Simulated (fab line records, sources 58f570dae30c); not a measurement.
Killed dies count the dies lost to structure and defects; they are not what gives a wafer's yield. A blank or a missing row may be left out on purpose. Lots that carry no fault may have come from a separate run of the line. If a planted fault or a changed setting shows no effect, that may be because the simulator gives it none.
Struck lot and sound lot, side by side | flow berkeley-cmos170 | 14 steps out of a route of 331
Sound: the wafers L150.1, L150.5, L150.6. Wafers struck: L140.1, L140.2, L140.3. The cause comes at the end.
Each step with rows lists, per side, the tool, then ch with its chambers, then its first start. Under that, the readings that differ: sound wafers | struck wafers | difference of the means | sigmas: that difference in standard deviations of wafers without a fault.
alike: a reading whose means differ by less than 2 such deviations, as well as words and numbers matching on both sides. not compared: withheld readings; readings where some wafer has no value; bounds like >300 that might hide an equal value; numbers whose values overlap and for which the record gives no deviation.
The two part at a step that has a row with sigmas, a row that says differs or no value, or rows on one side only. When numbers do not overlap yet have no deviation, they are printed without sigmas and do not part them. A reading missing from all wafers of one side parts the sides only when that side holds two or more wafers.

first, 2 steps without rows for these wafers: UCB170_PWELL_ANNEAL_04 (time 900 s); UCB170_PWELL_CVD_05 (deposits Si3N4 from SiH2Cl2/NH3, target thk 220 nm, time 3300 s).
UCB170_PWELL_THK_MEAS_06:
  sound: film-metro-03 at day 6 18:40; struck: film-metro-03 at day 5 02:37
  alike: PWELL_NITRIDE_THK
then, 6 steps without rows for these wafers: UCB170_PWELL_HMDS_07 (prime time 60 s); UCB170_PWELL_COAT_08 (resist thk 900 nm); UCB170_PWELL_SOFTBAKE_09 (time 60 s); UCB170_PWELL_EXPOSE_10 (exposes mask PWELL, target cd 3000 nm); UCB170_PWELL_PEB_11; UCB170_PWELL_DEVELOP_12 (develop time 45 s).
UCB170_PWELL_OVL_MEAS_13:
  sound: overlay-01 at day 6 19:59; struck: overlay-01 at day 5 03:38
  alike: PWELL_OVL
UCB170_PWELL_ETCH_14: etches Si3N4 in CH3F/Ar/O2, stops on SiO2, target depth 242 nm, time 151 s.
  sound on rie-diel-04 ch 2,3, day 6 20:01; struck on rie-diel-04 ch 0,1,3, day 5 03:41
  alike: O2_flow_sccm, drypump-motor-current-A, oes-product-au, throttle-valve-pct
  not compared: rf-hours-counter-h
after that, 1 step had no rows for these wafers: UCB170_PWELL_IMPLANT_15.
UCB170_PWELL_STRIP_16: strips in O2.
  sound on plasma-asher-03 ch 0,1, day 6 20:16; struck on plasma-asher-01 ch 0,1, day 5 03:56
  no value came back on the struck wafers for any of 5 readings (chamber-pressure-mTorr (mTorr), drypump-motor-current-A (A) and others); on the sound wafers chamber-pressure-mTorr (mTorr) reads 3496.6 3502.4 3501.0
  reading                                | sound | struck            | difference | sigmas
  model.KrF_of_PWELL_COAT_08.thk-nm (nm) | 0 0 0 | 729.1 730.6 730.2 | +730.0     |
  not compared: rf-hours-counter-h
UCB170_PWELL_TW_MEAS_17:
  sound: film-metro-03 at day 6 20:31; struck: film-metro-03 at day 5 04:02
  alike: PWELL_TW

## WHERE THEY PART
Within this record, at UCB170_PWELL_STRIP_16 only. Later steps at which nothing parts them and some readings are alike: UCB170_PWELL_TW_MEAS_17.

WHY: the cause the simulator had injected
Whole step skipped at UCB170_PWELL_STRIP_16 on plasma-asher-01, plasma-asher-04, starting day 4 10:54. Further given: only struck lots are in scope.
